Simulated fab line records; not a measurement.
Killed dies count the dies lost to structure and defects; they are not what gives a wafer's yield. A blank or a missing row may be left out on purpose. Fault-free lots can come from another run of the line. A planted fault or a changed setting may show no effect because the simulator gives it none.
Struck lot and sound lot, side by side ; flow berkeley cmos170 ; 14 out of 331 route steps
Sound: the wafers L359.1, L359.3, L359.5. Struck: wafers L369.2, L369.3, L369.4. Last of all comes the cause.
Order at every step that has rows: each side's tool, ch and its chambers, its first start. Under that, the readings that differ: sound wafers ; struck wafers ; difference of the means ; sigmas: that difference in standard deviations of wafers without a fault.
alike: words and numbers the same on both sides, and readings whose means are apart by under 2 such deviations; not compared: readings that were withheld, readings missing a value for some wafer, numbers with overlapping values and no deviation given by the record, and bounds like >300 which may hide the same value.
The two part at a step that has a row with sigmas, a row that says differs or no value, or rows on one side only. Non-overlapping numbers with no deviation appear without sigmas and do not part them. A reading that every wafer of one side lacks parts them only if that side has two wafers or more.

UCB170_NWELL_OVL_MEAS_12:
  sound on overlay-02 at day 4 04:45; struck on overlay-01 at day 6 08:08
  alike: NWELL_OVL
UCB170_NWELL_ETCH_13: etches Si3N4 in CH3F/Ar/O2, stops on SiO2, target depth 246.4 nm, time 154 s.
  sound on rie diel-03 ch 0,1, day 4 04:47; struck on rie diel-01 ch 0,1,2, day 6 08:10
reading;sound;struck;difference;sigmas
throttle valve pct (%);7.96 7.81 7.81;8.07 8.08 8.10;+0.22;+2
  alike: drypump motor current A, oes product au
  not compared: rf hours counter h
then, 1 step without rows for these wafers: UCB170_NWELL_IMPLANT_14.
UCB170_NWELL_STRIP_15: strips in O2.
  sound on plasma asher-02 ch 0,1, day 4 05:02; struck on plasma asher-01 ch 0,1, day 6 08:25
  alike: drypump motor current A, oes product au, strip time to endpoint s
  not compared: rf hours counter h
UCB170_NWELL_TW_MEAS_16:
  sound on film metro-04 at day 4 05:11; struck on film metro-01 at day 6 08:32
reading;sound;struck;difference;sigmas
NWELL_TW;1253 1253 1253;1240 1243 1250;-9;-2
then, 6 steps without rows for these wafers: UCB170_NWELL_CLEAN_17 (cleans in SPM, time 600 s); UCB170_NWELL_WET_ETCH_18 (etches Si3N4 in H3PO4, time 14400 s); UCB170_NWELL_WET_ETCH_19 (etches SiO2 in BOE, time 22 s); UCB170_PWELL_CLEAN_00 (cleans in SPM, time 600 s); UCB170_PWELL_CLEAN_01 (cleans in dHF, time 60 s); UCB170_PWELL_OXIDATION_02 (target thk 26.4 nm, ox time 1260 s).
UCB170_PWELL_THK_MEAS_03:
  sound on film metro-01 at day 4 13:19; struck on film metro-04 at day 6 17:04
  alike: PWELL_OXIDE_THK
UCB170_PWELL_ANNEAL_04: time 900 s.
  struck on furnace-04, day 6 18:20; sound on furnace-04 ch 0, day 4 14:14
  no value came back on the struck wafers for spike tc centre C (C), spike tc load C (C); on the sound wafers spike tc centre C (C) reads 1005.9 1003.6 1000.6
then, 1 step without rows for these wafers: UCB170_PWELL_CVD_05 (deposits Si3N4 from SiH2Cl2/NH3, target thk 220 nm, time 3300 s).

WHERE THEY PART
Earliest at UCB170_NWELL_ETCH_13; latest, in this record, at UCB170_PWELL_ANNEAL_04.

WHY: what the simulator had put in
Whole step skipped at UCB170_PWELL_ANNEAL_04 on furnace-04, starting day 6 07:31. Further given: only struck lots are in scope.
